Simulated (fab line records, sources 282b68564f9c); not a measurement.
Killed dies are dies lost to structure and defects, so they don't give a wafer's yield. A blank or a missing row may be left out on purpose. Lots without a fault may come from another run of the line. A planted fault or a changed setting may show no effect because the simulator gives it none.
Which tool did it? | flow rit_cmos | 12 lots, 36 wafers sampled, at 3 steps of a route of 202

WHAT THE GAUGES READ, wafer by wafer
RIT_PWELL_TW_MEAS_10.
lot  | measured    | on            | PWELL_TW
L850 | day 2 01:21 | film_metro-02 | 945 952 949
L851 | day 2 05:07 | film_metro-02 | 945 945 946
L852 | day 2 10:04 | film_metro-04 | 962 964 960
L853 | day 2 15:10 | film_metro-02 | 945 944 941
L854 | day 2 19:00 | film_metro-04 | 966 968 965
L855 | day 3 03:42 | film_metro-04 | 968 970 966
L856 | day 3 06:34 | film_metro-04 | 961 966 969
L857 | day 3 12:30 | film_metro-01 | 950 945 947
L860 | day 4 01:37 | film_metro-02 | 1874 1876 1870
L861 | day 4 06:41 | film_metro-02 | 1879 1866 1868
L862 | day 4 15:01 | film_metro-04 | 1903 1896 1897
L863 | day 4 18:49 | film_metro-02 | 1872 1863 1882

RIT_WELLDRIVE_RS_MEAS_02: measures by four-point-probe.
lot  | measured    | on            | PWELL_RS (ohm/sq)
L850 | day 2 07:07 | film_metro-04 | 428.6 428.4 429.2
L851 | day 2 10:23 | film_metro-01 | 432.8 431.7 429.8
L852 | day 2 15:31 | film_metro-01 | 430.6 428.7 430.2
L853 | day 2 21:00 | film_metro-04 | 430.4 430.2 430.0
L854 | day 3 02:05 | film_metro-02 | 430.3 429.8 428.8
L855 | day 3 08:59 | film_metro-01 | 428.4 430.1 430.2
L856 | day 3 14:01 | film_metro-02 | 428.9 429.1 428.2
L857 | day 3 18:51 | film_metro-04 | 431.3 429.7 430.6
L860 | day 4 09:28 | film_metro-02 | 464.3 465.2 464.4
L861 | day 4 12:50 | film_metro-02 | 461.8 462.9 463.2
L862 | day 4 20:19 | film_metro-04 | 463.7 463.5 465.5
L863 | day 5 01:18 | film_metro-02 | 464.5 464.8 465.4

WHICH TOOL RAN EACH LOT (tool, then ch and the chambers of the sampled wafers, then the start)
lot  | RIT_PWELL_IMPLANT_08
L850 | implanter-01 ch 0, day 2 01:02
L851 | implanter-01 ch 0, day 2 04:48
L852 | implanter-04 ch 0, day 2 09:47
L853 | implanter-03 ch 0, day 2 14:50
L854 | implanter-04 ch 0, day 2 18:41
L855 | implanter-03 ch 0, day 3 03:25
L856 | implanter-04 ch 0, day 3 06:14
L857 | implanter-03 ch 0, day 3 12:11
L860 | implanter-04 ch 0, day 4 01:18
L861 | implanter-01 ch 0, day 4 06:21
L862 | implanter-04 ch 0, day 4 14:43
L863 | implanter-01 ch 0, day 4 18:29
- RIT_PWELL_IMPLANT_08

WHAT THE TOOLS THEMSELVES READ (means of the sampled wafers that have a number; where no wafer has one, the mark that the record gives instead)
RIT_PWELL_IMPLANT_08.
lot  | tool         | beam_energy_keV
L850 | implanter-01 | 169.92
L851 | implanter-01 | 169.99
L852 | implanter-04 | 169.96
L853 | implanter-03 | 169.99
L854 | implanter-04 | 170.06
L855 | implanter-03 | 170.02
L856 | implanter-04 | 170.06
L857 | implanter-03 | 170.01
L860 | implanter-04 | 170.02
L861 | implanter-01 | 170.04
L862 | implanter-04 | 169.91
L863 | implanter-01 | 169.96

THE ANSWER, worked out from the rows above alone
Rule: what is usual is taken from the lots themselves. Put in order of their means at a reading, lots are off if they are a third of the lots or fewer, leave a main group of 4 or more, and stand apart from it by a gap of 3 or more times the standard deviation of the main group's means; of several such gaps the widest counts. A main group whose means are all the same, to the digits that the tables above print for the reading, isn't used. A lot without any number at a reading at which 4 lots or more have one is off too. The other lots that the step has rows for count as sound. The gauges are gone through in route order, then the tools' own readings, and for those a lot's mean is taken as printed above. The first step at which some lot is off is used, and at that step the reading that is off furthest; a lot without a number counts as furthest.
Off: L860, L861, L862, L863, at RIT_PWELL_TW_MEAS_10 (PWELL_TW). The main group: mean 956, standard deviation 9.9.
A tool fits if, at a process step before that reading, it ran every lot that is off, and no sound lot after the first of them. The gauges at RIT_PWELL_TW_MEAS_10 are tried like those tools. None of those tried fits.

WHAT THE SIMULATOR HAD PUT IN
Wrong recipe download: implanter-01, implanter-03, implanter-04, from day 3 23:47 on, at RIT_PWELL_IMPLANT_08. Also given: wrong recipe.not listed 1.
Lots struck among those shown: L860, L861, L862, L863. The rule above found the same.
